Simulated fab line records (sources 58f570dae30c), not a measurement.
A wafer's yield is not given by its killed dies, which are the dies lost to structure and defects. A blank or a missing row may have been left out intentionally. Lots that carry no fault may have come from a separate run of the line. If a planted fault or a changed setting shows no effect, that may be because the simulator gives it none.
Problem report in the 8D (eight disciplines) form, filled by code ; flow berkeley_cmos170 ; the parts of the form that need people (team, actions taken, sign-off) are left out

1. THE ISSUE
M1_AL_RS at UCB170_M1_RS_MEAS_01 reads a mean of 0.0548 ohm/sq on 1 wafer of 1 lot; wafers without a fault read 0.0486 ohm/sq with a standard deviation of 0.00063. That puts it +9.8 standard deviations away from the usual mean.
The step: measures by four-point-probe.
Earliest sighting: wafer L650.6 on film_metro-02 at day 10 16:56. At this step, 39 wafers from 13 lots have a number in the record. Rule for "out" (also "out of limits"): further than 4 standard deviations from the usual mean. The other wafers with a number count as sound.

2. WHAT THIS IS AND IS NOT
question;is;is not
which readings at this step;M1_AL_RS;-
which lots;L650;L637, L639, L640, L641, L642, L643, L644, L653, L655, L657, L659, L660
which wafers of those lots;L650.6;L650.3, L650.5
read on which gauges;film_metro-02;film_metro-03, film_metro-04
when;from day 10 16:56;"up to then (23 sound wafers); but 15 sound wafers of L653, L655, L657, L659, L660 came after"

3. WHAT RULES OUT EACH SUSPECT
Counting: a tool at a process step up to the reading stays a suspect if it ran every lot that is out. Sound lots after the first of them don't rule it out here, since some wafers of a struck lot are sound.
- ruled out: the gauge at UCB170_M1_RS_MEAS_01. All the wafers that are out were read on film_metro-02, but those of them that UCB170_M1_SPUTTER_00 has rows for are out there too, on other tools.
- rie_diel-03 at UCB170_CONTACT_ETCH_17 (etches BARC in N2/H2): kept. L650, the lot that is out, went through it at day 10 16:16; up to then, the latest sound lot through it was L643 at day 8 13:41.
- pvd_sputter-02 at UCB170_M1_SPUTTER_00 (material Al, target thk 600 nm, time 80 s): kept. L650, the lot that is out, went through it at day 10 16:50; up to then, the latest sound lot through it was L644 at day 9 11:17. On those wafers its own readings are out: cathode_dc_power_W.
After counting, rie_diel-03 at UCB170_CONTACT_ETCH_17 and pvd_sputter-02 at UCB170_M1_SPUTTER_00 remain.

4. THE CAUSE (what the simulator had put in)
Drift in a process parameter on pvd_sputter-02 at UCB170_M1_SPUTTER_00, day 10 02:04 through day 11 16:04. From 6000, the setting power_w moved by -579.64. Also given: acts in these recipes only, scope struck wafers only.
Counting left 2 suspects, and this tool is among them.

5. THE CHAIN OF EFFECTS, in route order
Rows list readings where the struck wafers' mean (over those with a number) sits beyond 3 standard deviations from the usual. Scope: only readings with a usual standard deviation given in the record; hours: median across lots of the time from each lot's start at the first step in this table that gives one to its start at this step; sigmas: change in usual standard deviations.
hours;step;reading;usual;on struck wafers;change;sigmas
0;UCB170_M1_SPUTTER_00;cathode_dc_power_W;6000.1 W;5419.0;-581.1;-99 or more
0;UCB170_M1_RS_MEAS_01;M1_AL_RS;0.0486 ohm/sq;0.0548;+0.0062;+9.8
0;UCB170_M1_THK_MEAS_02;M1_AL_THK;613 nm;545;-68;-8.9
2;UCB170_M1_METAL_ETCH_12;oes_product_au;0.854 a.u.;0.814;-0.040;-3.3
Process steps it contains:
- UCB170_M1_SPUTTER_00: material Al, target thk 600 nm, time 80 s.
- UCB170_M1_METAL_ETCH_12: etches Al in Cl2/BCl3, stops on PSG, target depth 780 nm, time 130 s.
Later steps that measure or inspect, where all struck wafers having a row at the step show a number for every such reading and not one has moved that far: UCB170_M1_OVL_MEAS_10, UCB170_V1_OVL_MEAS_13.

6. WHAT WOULD HAVE CAUGHT IT SOONER
Counted from the fault's start at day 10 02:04, it took 15 hours until the first out-of-limits reading at a measuring or inspecting step in this record, taken at day 10 16:56.
The tool's own readings at UCB170_M1_SPUTTER_00 were out on every struck wafer that the step has a row for (cathode_dc_power_W): an alarm limit on them would have fired on the first of those.
By day 10 16:56 the whole set of lots that are out, 1 in number, had already begun UCB170_M1_SPUTTER_00 on pvd_sputter-02. Tool hold at that time: it would have spared none of them.
